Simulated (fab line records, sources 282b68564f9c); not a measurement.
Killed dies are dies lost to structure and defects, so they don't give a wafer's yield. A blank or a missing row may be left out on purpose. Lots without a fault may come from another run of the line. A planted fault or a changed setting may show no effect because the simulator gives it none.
A struck lot beside a sound one | flow rit_cmos | 16 steps out of a route of 202
Sound: wafers L325.2, L325.4, L325.6. Struck: wafers L328.1, L328.5, L328.6. The cause comes at the end.
At each step with rows: each side's tool, then ch and its chambers, then its first start. Under that, the readings that differ: sound wafers | struck wafers | difference of the means | sigmas: that difference in standard deviations of wafers without a fault.
alike: readings whose means differ by less than 2 such deviations, and words and numbers that are the same on both sides. not compared: withheld readings, readings that some wafer has no value for, bounds like >300 that may hide the same value, and numbers for which the record gives no deviation and whose values overlap.
The two part at a step that has a row with sigmas, a row that says differs or no value, or rows on one side only. Numbers that don't overlap but have no deviation are shown without sigmas and don't part them. A reading that every wafer of one side lacks parts them only if that side has two wafers or more.

first, 4 steps without rows for these wafers: RIT_ACTIVE_SOFTBAKE_07 (time 60 s); RIT_ACTIVE_EXPOSE_08 (exposes mask M1, target cd 1400 nm); RIT_ACTIVE_PEB_09; RIT_ACTIVE_DEVELOP_10 (develop time 50 s).
RIT_ACTIVE_CD_MEAS_11: target cd 1400 nm.
  sound on cd_sem-01, day 4 20:34; struck on cd_sem-02, day 5 09:29
  alike: cd_nm
then, 1 step without rows for these wafers: RIT_ACTIVE_HARDBAKE_12 (time 60 s).
RIT_ACTIVE_ETCH_13: etches Si3N4 in SF6, stops on SiO2, time 210 s, target depth 210 nm.
  sound on rie_diel-03 ch 1,2, day 4 20:51; struck on rie_diel-03 ch 1,3, day 5 09:46
  alike: drypump_motor_current_A, oes_product_au, throttle_valve_pct
  not compared: rf_hours_counter_h
RIT_ACTIVE_STRIP_14: strips in O2, time 180 s.
  sound on plasma_asher-01 ch 0,1, day 4 20:59; struck on plasma_asher-01 ch 0,1, day 5 09:53
  alike: drypump_motor_current_A
  not compared: rf_hours_counter_h
RIT_ACTIVE_CD_MEAS_90: target cd 1400 nm.
  sound on cd_sem-01, day 4 21:11; struck on cd_sem-02, day 5 10:04
  alike: cd_nm
then, 3 steps without rows for these wafers: RIT_ACTIVE_CLEAN_15 (cleans in SC1, time 600 s); RIT_ACTIVE_CLEAN_16 (cleans in dHF, time 30 s); RIT_ACTIVE_CLEAN_17 (cleans in SC2, time 600 s).
RIT_FOX1_OXIDATION_00: target thk 350.7 nm, ox time 1130 s.
  sound on furnace-04 ch 0, day 4 21:39; struck on furnace-04 ch 0, day 5 11:35
  reading                                     | sound                | struck               | difference | sigmas
  spike_tc_centre_C (C)                       | 1103.5 1104.2 1104.5 | 1130.3 1129.6 1129.3 | +25.7      | +21
  spike_tc_load_C (C)                         | 1128.9 1126.7 1127.9 | 1152.7 1151.4 1154.4 | +25.0      | +14
  spike_tc_source_C (C)                       | 1127.4 1128.3 1127.6 | 1152.7 1151.9 1154.0 | +25.1      | +9
  tube_center_temp_C (C)                      | 1099.9 1100 1100     | 1125 1125 1124.9     | +25        | +99 or more
  tube_center_temp_C_max                      | 1102.3 1102.8 1102.5 | 1127.8 1127.7 1127.4 | +25.1      | +60
  model.SiO2_of_FOX1_OXIDATION_00.thk_nm (nm) | 362.9 363.4 357.2    | 397.7 400.4 403.3    | +39.3      |
RIT_FOX1_THK_MEAS_01:
  sound on film_metro-02, day 4 22:58; struck on film_metro-04, day 5 12:54
  reading             | sound       | struck      | difference | sigmas
  FOX1_OXIDE_THK (nm) | 363 363 357 | 398 400 403 | +39        | +6
then, 1 step without rows for these wafers: RIT_FOX1_WET_ETCH_02 (etches SiO2 in BOE, target depth 350 nm, time 390 s).
RIT_M1_PROBE_99:
  sound on prober-02, day 6 18:53; struck on prober-01, day 7 12:40
  reading                             | sound          | struck         | difference | sigmas
  model.etest.pldd.width_nm (nm)      | 3164 3148 3159 | 3129 3135 3117 | -30        |
  model.etest.nldd.width_nm (nm)      | 3170 3161 3166 | 3138 3123 3127 | -36        |
  model.etest.nplus_sal.width_nm (nm) | 3438 3436 3444 | 3408 3388 3399 | -41        |
  model.etest.pplus_sal.width_nm (nm) | 3437 3440 3442 | 3382 3386 3402 | -50        |
  alike: killed_at_contacts, killed_at_front_end, killed_dies, killed_open, killed_short
  not compared: model.etest.poly_comb_over_steps.leak_log10_a_um

WHERE THEY PART
First at RIT_FOX1_OXIDATION_00; last, within this record, at RIT_FOX1_THK_MEAS_01. Later steps at which nothing parts them and some readings are alike: RIT_M1_PROBE_99.

WHY: what the simulator had put in
Process parameter drift: furnace-04, from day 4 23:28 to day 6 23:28, at RIT_FOX1_OXIDATION_00. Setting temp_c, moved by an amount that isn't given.
